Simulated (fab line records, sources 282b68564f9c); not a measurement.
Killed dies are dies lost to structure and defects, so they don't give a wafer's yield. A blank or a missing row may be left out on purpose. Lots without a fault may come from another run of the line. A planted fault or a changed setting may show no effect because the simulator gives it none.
fab line records | flow rit_cmos
record lots=6 wafers=18 last_day=7
route steps=202 shown CONTACT@172 M1@184
lots that met no fault: from a run of the same line without faults
start_h: hours from the record's first day to the start of the lot's first wafer shown | wait_h: hours since the lot's step before | " the same as in the row above | L1.1+2: a row that stands for several wafers | - no value, or no start given | * or withheld: withheld | < > ~ a bound
route shown NAME@n: a module of which the file shows steps, and the number in the route of the first | usual: mean/standard deviation of fault-free wafers | same: alike in all rows | chamber/n: place in a boat | sites: the reading at each site | _std_site: their standard deviation | _edge_site: outer sites' mean less inner sites' | radius_mm: how far each site lies from the wafer's centre | mask NAME#n: copy n | behind: the tool/chamber that last shaped the wafer | hold: why the lot was held/for how many hours/how that ended | device: the transistor (n, p or np) that didn't switch | end of line: the same wafers' tests at the end of the route | a step without rows: its recipe alone | killed: dies lost to structure and defects at the first sort, not the wafer's yield | map: a wafer's dies, x killed, . not, _ none there
set.NAME: the setting as run; set.NAME@STEP: as run at that earlier step | model.NAME: the simulator's own value behind a step, which no gauge read
lots at some steps of the route; a table a step, a row a wafer
services: from which hour (start_h, from the record's first day; less than 0 if before it) a tool's chamber was out of use, for how many hours, and why
## steps
# step RIT_CONTACT_SOFTBAKE_04
# recipe resist=NOVOLAK temp_c=90 time_s=60
# step RIT_CONTACT_EXPOSE_05
# recipe mask_id=M11 na=0.6 source_shape=conventional sigma_outer=0.5 target_cd_nm=1000 dose_mj=250
# step RIT_CONTACT_PEB_06
# recipe resist=NOVOLAK temp_c=withheld time_s=withheld
# step RIT_CONTACT_DEVELOP_07
# recipe resist=NOVOLAK develop_time_s=120 dev_temp_c=23
# step RIT_CONTACT_CD_MEAS_08
# recipe target_cd_nm=1000
# usual cd_nm=999.9/2.2
# columns lot.wafer tool chamber start_h wait_h cd_nm
L596.3 cd_sem-02 - 63.10 - 995.6
L596.4 " - " " 997.0
L596.6 " - " " 994.2
L597.2 cd_sem-02 - 66.67 - 997.8
L597.5 " - " " 998.2
L597.6 " - " " 1000.3
L607.1 cd_sem-01 - 119.12 - 1000.4
L607.2 " - " " 999.2
L607.3 " - " " 997.2
L609.1 cd_sem-01 - 131.09 - 1002.6
L609.4 " - " " 1002.4
L609.5 " - " " 1000.3
L612.1 cd_sem-01 - 147.85 - 999.2
L612.4 " - " " 999.4
L612.6 " - " " 999.7
L616.1 cd_sem-01 - 161.58 - 1002.5
L616.3 " - " " 1000.9
L616.4 " - " " 1001.2
# step RIT_CONTACT_OVL_MEAS_09
# usual CONTACT_OVL=0.6/1.4
# columns lot.wafer tool chamber start_h wait_h CONTACT_OVL[nm]
L596.3 overlay-02 - 63.19 0.1 2.1
L596.4 " - " " 2.9
L596.6 " - " " 1.6
L597.2 overlay-02 - 66.78 0.1 1.5
L597.5 " - " " 1.7
L597.6 " - " " 1.1
L607.1 overlay-01 - 119.24 0.1 1.0
L607.2 " - " " 1.3
L607.3 " - " " 0.5
L609.1 overlay-02 - 131.21 0.1 -1.9
L609.4 " - " " -2.3
L609.5 " - " " -0.9
L612.1 overlay-01 - 147.97 0.1 -1.0
L612.4 " - " " -0.4
L612.6 " - " " -1.1
L616.1 overlay-01 - 161.70 0.1 4.3
L616.3 " - " " 3.4
L616.4 " - " " 4.6
# step RIT_CONTACT_HARDBAKE_10
# recipe resist=NOVOLAK temp_c=140 time_s=60
# step RIT_CONTACT_ETCH_11
# recipe target_depth_a=4800 over_etch_frac=0.2194 stop_on=TiSi2 chemistry=CHF3/CF4/Ar target=SiO2 CHF3_flow_sccm=50 cf4_flow_sccm=10 Ar_flow_sccm=100 O2_flow_sccm=5 pressure_mtorr=100 rf_w=200 time_s=320
# usual drypump_motor_current_A=5.8/0.54 oes_product_au=0.989/0.012 throttle_valve_pct=8.88/0.12
# columns lot.wafer tool chamber start_h wait_h drypump_motor_current_A oes_product_au rf_hours_counter_h throttle_valve_pct
L596.3 rie_diel-01 3 63.37 0.1 6.2 0.983 38 8.77
L596.4 " 0 " " 4.8 0.998 7 8.68
L596.6 " 0 " " 4.8 1.002 - 8.69
L597.2 rie_diel-03 3 66.96 0.1 6.1 0.977 123 8.81
L597.5 " 1 " " 6.4 0.993 - 8.79
L597.6 " 2 " " 6.6 0.975 - 9.07
L607.1 rie_diel-03 1 119.42 0.1 6.4 0.994 86 8.79
L607.2 " 3 " " 6.1 0.978 124 8.79
L607.3 " 2 " " 6.6 0.975 117 9.08
L609.1 rie_diel-03 2 131.40 0.1 6.6 0.976 117 9.09
L609.4 " 0 " " 5.4 1.003 57 9.01
L609.5 " 1 " " 6.4 0.989 - 8.77
L612.1 rie_diel-03 0 148.15 0.1 5.5 1.002 57 9.00
L612.4 " 1 " " 6.4 0.992 - 8.78
L612.6 " 0 " " 5.5 1.001 - 9.02
L616.1 rie_diel-04 0 161.88 0.1 5.4 1.004 54 8.82
L616.3 " 3 " " 5.3 0.983 37 9.00
L616.4 " 2 " " 6.3 0.982 142 8.89
# step RIT_CONTACT_STRIP_12
# recipe chemistry=O2 time_s=180 resist=NOVOLAK platen_temp_c=withheld power_w=500 pressure_mtorr=4000 o2_flow_sccm=4000
# usual drypump_motor_current_A=5.6/0.57
# columns lot.wafer tool chamber start_h wait_h drypump_motor_current_A rf_hours_counter_h
L596.3 plasma_asher-04 0 63.62 0.2 5.0 -
L596.4 " 1 " " 6.3 -
L596.6 " 1 " " 6.3 -
L597.2 plasma_asher-02 0 67.15 0.1 5.7 29
L597.5 " 1 " " 4.7 -
L597.6 " 0 " " 5.7 -
L607.1 plasma_asher-03 0 119.62 0.1 5.9 49
L607.2 " 1 " " 6.0 49
L607.3 " 1 " " 6.0 -
L609.1 plasma_asher-02 1 131.59 0.1 4.7 36
L609.4 " 1 " " 4.7 -
L609.5 " 0 " " 5.7 -
L612.1 plasma_asher-03 1 148.35 0.1 6.0 52
L612.4 " 0 " " 5.9 -
L612.6 " 1 " " 6.1 -
L616.1 plasma_asher-03 1 162.08 0.1 6.0 54
L616.3 " 1 " " 6.0 -
L616.4 " 0 " " 5.9 -
# step RIT_CONTACT_CD_MEAS_90
# recipe target_cd_nm=1000
# usual cd_nm=1000.0/2.3
# columns lot.wafer tool chamber start_h wait_h cd_nm
L596.3 cd_sem-01 - 63.78 0.1 995.5
L596.4 " - " " 997.2
L596.6 " - " " 993.7
L597.2 cd_sem-02 - 67.35 0.1 997.4
L597.5 " - " " 998.2
L597.6 " - " " 1000.3
L607.1 cd_sem-02 - 119.79 0.1 1000.1
L607.2 " - " " 998.7
L607.3 " - " " 996.9
L609.1 cd_sem-02 - 131.77 0.1 1003.3
L609.4 " - " " 1002.2
L609.5 " - " " 1000.5
L612.1 cd_sem-02 - 148.52 0.1 999.2
L612.4 " - " " 999.2
L612.6 " - " " 999.9
L616.1 cd_sem-01 - 162.25 0.1 1002.4
L616.3 " - " " 1000.5
L616.4 " - " " 1001.6
# step RIT_CONTACT_CLEAN_13
# recipe chemistry=SC1 mix=3:3:50 time_s=600 temp_c=75
# step RIT_CONTACT_CLEAN_14
# recipe chemistry=SC2 mix=3:3:50 time_s=600 temp_c=75 dry=n2_spin
# step RIT_M1_SPUTTER_00
# recipe material=Al target_thk_nm=400 power_w=2000 chamber_pressure_pa=0.4 gas=Ar time_s=500 substrate_temp_c=25
# usual throttle_valve_pct=30.1/0.65
# columns lot.wafer tool chamber start_h wait_h throttle_valve_pct model.Al_of_M1_SPUTTER_00.thk_nm
L596.3 pvd_sputter-04 - 64.24 0.0 30.8 401.7
L596.4 " - " " 29.6 397.8
L596.6 " - " " 29.8 400.6
L597.2 pvd_sputter-02 - 67.81 0.0 29.9 401.1
L597.5 " - " " 30.0 399.5
L597.6 " - " " 30.1 397.6
L607.1 pvd_sputter-02 - 120.26 0.0 30.2 446.8
L607.2 " - " " 29.8 403.1
L607.3 " - " " 30.1 404.6
L609.1 pvd_sputter-02 - 132.25 0.0 30.5 446.7
L609.4 " - " " 30.0 403.6
L609.5 " - " " 30.1 401.5
L612.1 pvd_sputter-01 - 149.01 0.0 27.7 390.5
L612.4 " - " " 30.5 390.4
L612.6 " - " " 27.6 391.7
L616.1 pvd_sputter-04 - 162.72 0.0 30.8 394.3
L616.3 " - " " 30.9 399.5
L616.4 " - " " 29.9 395.2
# step RIT_M1_RS_MEAS_01
# recipe thk_meas_gauge=four-point-probe reads=Al_of_M1_SPUTTER_00
# usual M1_AL_RS=0.0733/0.00061
# columns lot.wafer tool chamber start_h wait_h M1_AL_RS[ohm/sq]
L596.3 film_metro-04 - 64.57 0.2 0.0729
L596.4 " - " " 0.0736
L596.6 " - " " 0.0731
L597.2 film_metro-04 - 68.13 0.2 0.0731
L597.5 " - " " 0.0734
L597.6 " - " " 0.0737
L607.1 film_metro-02 - 120.56 0.1 0.0656
L607.2 " - " " 0.0730
L607.3 " - " " 0.0727
L609.1 film_metro-03 - 132.55 0.1 0.0656
L609.4 " - " " 0.0727
L609.5 " - " " 0.0732
L612.1 film_metro-02 - 149.30 0.1 0.0754
L612.4 " - " " 0.0754
L612.6 " - " " 0.0751
L616.1 film_metro-03 - 163.02 0.1 0.0743
L616.3 " - " " 0.0735
L616.4 " - " " 0.0742
# step RIT_M1_THK_MEAS_02
# recipe thk_meas_gauge=xrf reads=Al_of_M1_SPUTTER_00
# usual M1_AL_THK=397/4
# columns lot.wafer tool chamber start_h wait_h M1_AL_THK[nm]
L596.3 film_metro-04 - 64.67 0.1 398
L596.4 " - " " 397
L596.6 " - " " 397
L597.2 film_metro-04 - 68.24 0.1 399
L597.5 " - " " 394
L597.6 " - " " 394
L607.1 film_metro-02 - 120.68 0.1 444
L607.2 " - " " 400
L607.3 " - " " 403
L609.1 film_metro-03 - 132.67 0.1 441
L609.4 " - " " 397
L609.5 " - " " 395
L612.1 film_metro-02 - 149.42 0.1 386
L612.4 " - " " 386
L612.6 " - " " 388
L616.1 film_metro-03 - 163.14 0.1 390
L616.3 " - " " 394
L616.4 " - " " 390
# step RIT_M1_HMDS_03
# recipe prime_time_s=60 prime_temp_c=140
# step RIT_M1_COAT_04
# recipe resist=NOVOLAK spin_rpm=2000 resist_thk_nm=1300
# step RIT_M1_SOFTBAKE_05
# recipe resist=NOVOLAK temp_c=90 time_s=60
# step RIT_M1_EXPOSE_06
# recipe mask_id=M12 na=0.6 source_shape=conventional sigma_outer=0.5 target_cd_nm=2600 dose_mj=250
# step RIT_M1_PEB_07
# recipe resist=NOVOLAK temp_c=withheld time_s=withheld
# step RIT_M1_DEVELOP_08
# recipe resist=NOVOLAK develop_time_s=68.94 dev_temp_c=23
# step RIT_M1_CD_MEAS_09
# recipe target_cd_nm=2600
# usual cd_nm=2600.4/2.4
# columns lot.wafer tool chamber start_h wait_h cd_nm
L596.3 cd_sem-02 - 65.71 - 2601.0
L596.4 " - " " 2601.4
L596.6 " - " " 2600.6
L597.2 cd_sem-02 - 69.37 - 2603.2
L597.5 " - " " 2601.5
L597.6 " - " " 2599.5
L607.1 cd_sem-01 - 121.62 - 2595.7
L607.2 " - " " 2597.0
L607.3 " - " " 2597.3
L609.1 cd_sem-01 - 133.61 - 2602.9
L609.4 " - " " 2603.1
L609.5 " - " " 2600.5
L612.1 cd_sem-01 - 150.36 - 2599.7
L612.4 " - " " 2601.2
L612.6 " - " " 2602.0
L616.1 cd_sem-01 - 164.08 - 2596.2
L616.3 " - " " 2597.6
L616.4 " - " " 2598.0
# step RIT_M1_OVL_MEAS_10
# usual M1_OVL=0.1/1.6
# columns lot.wafer tool chamber start_h wait_h M1_OVL[nm]
L596.3 overlay-02 - 65.80 0.1 2.6
L596.4 " - " " 1.5
L596.6 " - " " 1.7
L597.2 overlay-01 - 69.48 0.1 -0.5
L597.5 " - " " -1.1
L597.6 " - " " -1.8
L607.1 overlay-01 - 121.74 0.1 0.6
L607.2 " - " " 0.2
L607.3 " - " " 1.1
L609.1 overlay-01 - 133.73 0.1 0.5
L609.4 " - " " 0.6
L609.5 " - " " 1.1
L612.1 overlay-01 - 150.48 0.1 1.5
L612.4 " - " " 0.9
L612.6 " - " " 2.6
L616.1 overlay-02 - 164.20 0.1 0.7
L616.3 " - " " -2.0
L616.4 " - " " -0.6
# step RIT_M1_HARDBAKE_11
# recipe resist=NOVOLAK temp_c=140 time_s=120
# step RIT_M1_METAL_ETCH_12
# recipe stop_on=SiO2 chemistry=Cl2/BCl3 target=Al time_s=165 over_etch_frac=0.5 pressure_mtorr=100 target_depth_a=6000 rf_w=250 Cl2_flow_sccm=60 bcl3_flow_sccm=50
# usual drypump_motor_current_A=5.86/0.29 oes_product_au=0.786/0.013 throttle_valve_pct=8.25/0.13
# columns lot.wafer tool chamber start_h wait_h drypump_motor_current_A oes_product_au rf_hours_counter_h throttle_valve_pct
L596.3 rie_metal-04 0 66.13 0.2 5.89 0.762 - 8.39
L596.4 " 1 " " 6.18 0.780 - 8.38
L596.6 " 1 " " 6.18 0.788 - 8.39
L597.2 rie_metal-01 0 69.76 0.2 5.93 0.806 3 8.13
L597.5 " 1 " " 5.60 0.776 - 8.20
L597.6 " 0 " " 5.94 0.799 - 8.12
L607.1 rie_metal-02 1 122.02 0.2 6.09 0.827 3 8.33
L607.2 " 0 " " 5.17 0.802 0 8.05
L607.3 " 0 " " 5.18 0.803 - 8.04
L609.1 rie_metal-01 1 134.01 0.2 5.60 0.844 3 8.18
L609.4 " 1 " " 5.60 0.786 - 8.19
L609.5 " 0 " " 5.94 0.798 - 8.14
L612.1 rie_metal-02 1 150.77 0.2 6.06 0.764 3 8.32
L612.4 " 0 " " 5.18 0.788 - 8.04
L612.6 " 1 " " 6.07 0.769 - 8.35
L616.1 rie_metal-01 1 164.48 0.2 5.60 0.775 4 8.18
L616.3 " 0 " " 5.96 0.804 - 8.11
L616.4 " 1 " " 5.56 0.786 - 8.19
# step RIT_M1_STRIP_13
# recipe chemistry=nmp resist=NOVOLAK temp_c=80 time_s=600 dry=n2_spin
# step RIT_M1_PROBE_99
# usual defect_limited_yield=97.4/1.2 killed_at_M0_to_M3=0.0/0.12 killed_at_contacts=0.1/0.24 killed_at_front_end=7/3.1 killed_dies=7/3.1 killed_open=3.6/2.1 killed_short=3.2/2 sort_bin_3_pad_short=0.1/0.2 sort_bin_5_function=1.4/0.8 sort_bin_6_memory=1.0/0.72 sort_n_pass=257/3.1 sort_yield_pct=97.4/1.2
# same gross_dies=264 killed_at_M4_up=0 killed_at_back_side=0 killed_at_other=0
# columns lot.wafer tool chamber start_h wait_h defect_limited_yield[%] killed_at_M0_to_M3 killed_at_contacts killed_at_front_end killed_dies killed_open killed_short sort_bin_3_pad_short[%] sort_bin_5_function[%] sort_bin_6_memory[%] sort_n_pass sort_yield_pct[%] model.etest.m1.rs_ohm_sq
L597.2 prober-01 - 72.08 0.1 97.0 0 1 7 8 6 2 0.8 1.1 1.1 256 97.0 0.07221
L597.5 prober-01 - 72.23 0.2 96.2 0 0 10 10 7 3 0 1.1 2.7 254 96.2 0.07279
L597.6 prober-01 - 72.28 0.2 97.0 0 0 8 8 2 6 0 2.7 0.4 256 97.0 0.07363
L607.1 prober-01 - 124.50 0.1 98.5 0 0 4 4 1 3 0 0.4 1.1 260 98.5 0.06525
L607.2 prober-01 - 124.55 0.1 97.0 0 0 8 8 4 4 0 1.9 1.1 256 97.0 0.07194
L607.3 prober-01 - 124.60 0.2 97.3 0 0 7 7 3 4 0 1.1 1.5 257 97.3 0.07182
L609.1 prober-01 - 136.28 0.1 98.9 0 0 3 3 2 1 0 1.1 0 261 98.9 0.06477
L609.4 prober-01 - 136.43 0.2 97.7 0 1 5 6 1 5 0 1.5 0.8 258 97.7 0.0716
L609.5 prober-01 - 136.48 0.2 98.5 0 0 4 4 4 0 0 0.8 0.8 260 98.5 0.07233
L616.1 prober-02 - 167.09 0.1 94.7 0 0 14 14 8 6 0 3.8 1.5 250 94.7 0.07364
L616.3 prober-02 - 167.19 0.2 95.8 0 0 11 11 4 7 0 3.0 1.1 253 95.8 0.07251
L616.4 prober-02 - 167.24 0.2 98.9 0 1 2 3 3 0 0 0.4 0.8 261 98.9 0.07325
# killed by level:class
L597.2 FOX1:geometric_particle:open=2 GATE:geometric_particle:open=2 REOX:geometric_particle:open=1 REOX:geometric_particle:short=1 SPACER:geometric_particle:open=1 CONTACT:geometric_particle:short=1
L597.5 FOX1:geometric_particle:open=3 GATE:geometric_particle:open=3 FOX1:geometric_particle:short=2 REOX:geometric_particle:short=1 SPACER:geometric_particle:open=1
L597.6 FOX1:geometric_particle:short=2 GATE:geometric_particle:short=2 FOX1:geometric_particle:open=1 SPACER:geometric_particle:short=1 SPACER:geometric_particle:open=1 SILICIDE:geometric_particle:short=1
L607.1 FOX1:geometric_particle:short=1 GATE:geometric_particle:short=1 GATE:geometric_particle:open=1 SILICIDE:geometric_particle:short=1
L607.2 GATE:geometric_particle:open=4 GATE:geometric_particle:short=4
L607.3 GATE:geometric_particle:short=2 SPACER:geometric_particle:short=2 FOX1:geometric_particle:open=1 GATE:geometric_particle:open=1 SILICIDE:geometric_particle:open=1
L609.1 GATE:geometric_particle:short=1 GATE:geometric_particle:open=1 REOX:geometric_particle:open=1
L609.4 REOX:geometric_particle:short=3 GATE:geometric_particle:short=1 SPACER:geometric_particle:open=1 CONTACT:geometric_particle:short=1
L609.5 FOX1:geometric_particle:open=2 GATE:geometric_particle:open=1 REOX:geometric_particle:open=1
L616.1 FOX1:geometric_particle:open=2 GATE:geometric_particle:short=2 REOX:geometric_particle:open=2 REOX:geometric_particle:short=2 SILICIDE:geometric_particle:open=2 FOX1:geometric_particle:short=1 FOX2:geometric_particle:open=1 GATE:geometric_particle:open=1
L616.3 GATE:geometric_particle:short=2 REOX:geometric_particle:short=2 SPACER:geometric_particle:open=2 FOX1:geometric_particle:short=1 FOX2:geometric_particle:short=1 GATE:geometric_particle:open=1 SPACER:geometric_particle:short=1 SILICIDE:geometric_particle:open=1
L616.4 GATE:geometric_particle:open=1 SILICIDE:geometric_particle:open=1 CONTACT:geometric_particle:open=1
## services
# columns tool chamber start_h hours kind
plasma_asher-03 - 45.88 4.0 pm
pvd_sputter-04 - 46.02 2.9 repair
rie_diel-03 1 50.38 4.1 repair
rie_diel-01 1 50.65 7.4 repair
pvd_sputter-02 - 60.27 3.0 repair
rie_metal-01 1 108.50 3.6 repair
plasma_asher-03 - 108.71 1.9 repair
rie_diel-01 0 109.31 18.7 repair
rie_metal-04 1 111.21 1.0 repair
rie_diel-03 3 113.34 2.7 repair
rie_metal-04 - 116.70 0.2 repair
rie_diel-04 3 121.15 6.7 repair
rie_diel-01 1 127.97 - clean
rie_diel-01 1 127.97 17.4 scheduled_down
rie_diel-01 1 127.97 17.4 vent_cycle
plasma_asher-03 - 130.36 2.8 pm
rie_metal-04 - 136.12 20.0 pm
rie_metal-04 0 136.12 20.0 vent_cycle
rie_metal-04 1 136.12 20.0 vent_cycle
rie_diel-01 0 140.41 2.9 repair
rie_diel-03 3 140.74 14.5 repair
rie_metal-04 0 156.12 - clean
rie_metal-04 1 156.12 - clean
## key
first_sign step=RIT_M1_RS_MEAS_01 reading=M1_AL_RS direction=down sigmas=13 usual=0.0733 struck=0.0656
effect step=RIT_M1_THK_MEAS_02 reading=M1_AL_THK direction=up sigmas=12 usual=397 struck=443
effect step=RIT_M1_METAL_ETCH_12 reading=oes_product_au direction=up sigmas=3.7 usual=0.786 struck=0.836
model_effect step=RIT_M1_SPUTTER_00 value=Al_of_M1_SPUTTER_00.thk_nm without=398.8 struck=446.8
model_effect step=RIT_M1_PROBE_99 value=etest.m1.rs_ohm_sq without=0.07283 struck=0.06501
met_at RIT_M1_SPUTTER_00
struck_wafers L607.1,L609.1
onset_between 67.81 120.26
fault kind=process_parameter_drift tool=pvd_sputter-02 chamber=- onset_h=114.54 steps=RIT_M1_SPUTTER_00 channel=target_thk_nm offset=48 shape=step end_h=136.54 stated=400 scope=struck_wafers_only
